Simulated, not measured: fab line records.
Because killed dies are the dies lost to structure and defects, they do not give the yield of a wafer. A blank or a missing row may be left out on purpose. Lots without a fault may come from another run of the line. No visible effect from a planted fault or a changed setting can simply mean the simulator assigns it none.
Comparing a struck lot with a sound one || flow ritCmos || 20 steps out of a route of 202
Sound: wafers L389.2, L389.4, L389.5. Wafers L401.1, L401.3, L401.4 were the ones struck. Last of all comes the cause.
Order at every step that has rows: each side's tool, ch and its chambers, its first start. Under that, the readings that differ: sound wafers || struck wafers || difference of the means || sigmas: that difference in standard deviations of wafers without a fault.
alike: same words and numbers on both sides, and readings whose means sit less than 2 such deviations apart. not compared: any withheld reading, any reading some wafer has no value for, any bound like >300 that may hide the same value, and any number with overlapping values for which the record gives no deviation.
A row with sigmas, a row that says differs or no value, or rows on one side alone: a step with any of these is where the two part. Non-overlapping numbers with no deviation appear without sigmas and do not part them. A reading missing from all wafers of one side parts the sides only when that side holds two or more wafers.

first, 2 steps without rows for these wafers: RIT_NWELL_HARDBAKE_07 (time 120 s); RIT_NWELL_IMPLANT_08.
RIT_NWELL_STRIP_09: strips in O2, time 180 s.
  sound on plasmaAsher-02 ch 0,1, day 3 00:17; struck on plasmaAsher-03 ch 0,1, day 5 11:14
  alike: drypumpMotorCurrentA
  not compared: rfHoursCounterH
RIT_NWELL_TW_MEAS_10:
  sound: filmMetro-04 at day 3 00:29; struck: filmMetro-02 at day 5 11:25
{"reading": "NWELL_TW", "sound": "2123 2124 2120", "struck": "2170 2172 2174", "difference": "+50", "sigmas": "+2"}
then, 6 steps without rows for these wafers: RIT_PWELL_HMDS_00 (prime time 60 s); RIT_PWELL_COAT_01 (resist thk 1300 nm); RIT_PWELL_SOFTBAKE_02 (time 60 s); RIT_PWELL_EXPOSE_03 (exposes mask M3, target cd 43700 nm); RIT_PWELL_PEB_04; RIT_PWELL_DEVELOP_05 (develop time 68 s).
RIT_PWELL_OVL_MEAS_06:
  sound: overlay-01 at day 3 01:46; struck: overlay-02 at day 5 12:23
  alike: PWELL_OVL
then, 1 step without rows for these wafers: RIT_PWELL_HARDBAKE_07 (time 120 s).
RIT_PWELL_IMPLANT_08:
  sound on implanter-03 ch 0, day 3 02:04; struck on implanter-03 ch 0, day 5 12:40
{"reading": "beamOnS (s)", "sound": "10.14 10.05 9.77", "struck": "9.03 8.95 9.05", "difference": -0.98, "sigmas": -5}
{"reading": "faradayCurrentUA", "sound": "219 221 227", "struck": "246 249 246", "difference": "+25", "sigmas": "+6"}
RIT_PWELL_STRIP_09: strips in O2, time 180 s.
  sound on plasmaAsher-04 ch 0,1, day 3 02:11; struck on plasmaAsher-02 ch 0,1, day 5 12:49
  alike: drypumpMotorCurrentA
  not compared: rfHoursCounterH
RIT_PWELL_TW_MEAS_10:
  sound: filmMetro-04 at day 3 02:22; struck: filmMetro-04 at day 5 12:59
  alike: PWELL_TW
then, 1 step without rows for these wafers: RIT_WELLDRIVE_ANNEAL_00 (time 14700 s).
RIT_WELLDRIVE_RS_MEAS_01: measures by four-point-probe.
  sound: filmMetro-02 at day 3 08:01; struck: filmMetro-04 at day 5 19:14
  alike: NWELL_RS
RIT_WELLDRIVE_RS_MEAS_02: measures by four-point-probe.
  sound: filmMetro-02 at day 3 08:08; struck: filmMetro-04 at day 5 19:21
{"reading": "PWELL_RS (ohm/sq)", "sound": "429.0 429.2 429.2", "struck": "460.4 462.4 462.1", "difference": "+32.5", "sigmas": "+25"}
then, 1 step without rows for these wafers: RIT_NRETRO_HMDS_00 (prime time 60 s).
RIT_M1_PROBE_99:
  sound: prober-02 at day 4 14:38; struck: prober-02 at day 7 03:39
{"reading": "model.etest.nmos_0p3.rOnOhmUm", "sound": "2168 2115 2100", "struck": "2069 2092 2045", "difference": -59, "sigmas": ""}
{"reading": "model.etest.pwellPinched.rsOhmSq", "sound": "466.8 459.6 459.8", "struck": "506.7 511.9 507.3", "difference": "+46.6", "sigmas": ""}
{"reading": "model.etest.pwell.rsOhmSq", "sound": "419.8 409.4 417.2", "struck": "456.1 454.7 461.2", "difference": "+41.9", "sigmas": ""}
{"reading": "model.etest.nmos_0p3.driveUaUm", "sound": "224.3 229.3 228.6", "struck": "247.6 246.3 251.4", "difference": "+21.0", "sigmas": ""}
{"reading": "model.etest.nmosNarrow.driveUaUm", "sound": "224.9 228.3 230.1", "struck": "244.7 247.9 246.3", "difference": "+18.5", "sigmas": ""}
{"reading": "model.etest.wellEdgeLeft.lineOhmUm", "sound": "181.9 183.4 184.7", "struck": "176.9 180.3 179.5", "difference": -4.4, "sigmas": ""}
{"reading": "model.etest.wellEdgeRight.lineOhmUm", "sound": "183.8 182.7 186.2", "struck": "177.3 178.8 175.9", "difference": -6.9, "sigmas": ""}
  alike: killedAtContacts, killedAtFrontEnd, killedDies, killedOpen, killedShort
  not compared: model.etest.fieldN.vtV

WHERE THEY PART
First at RIT_NWELL_TW_MEAS_10; last, within this record, at RIT_WELLDRIVE_RS_MEAS_02. Later steps at which nothing parts them and some readings are alike: RIT_M1_PROBE_99.

WHY: what the simulator had put in
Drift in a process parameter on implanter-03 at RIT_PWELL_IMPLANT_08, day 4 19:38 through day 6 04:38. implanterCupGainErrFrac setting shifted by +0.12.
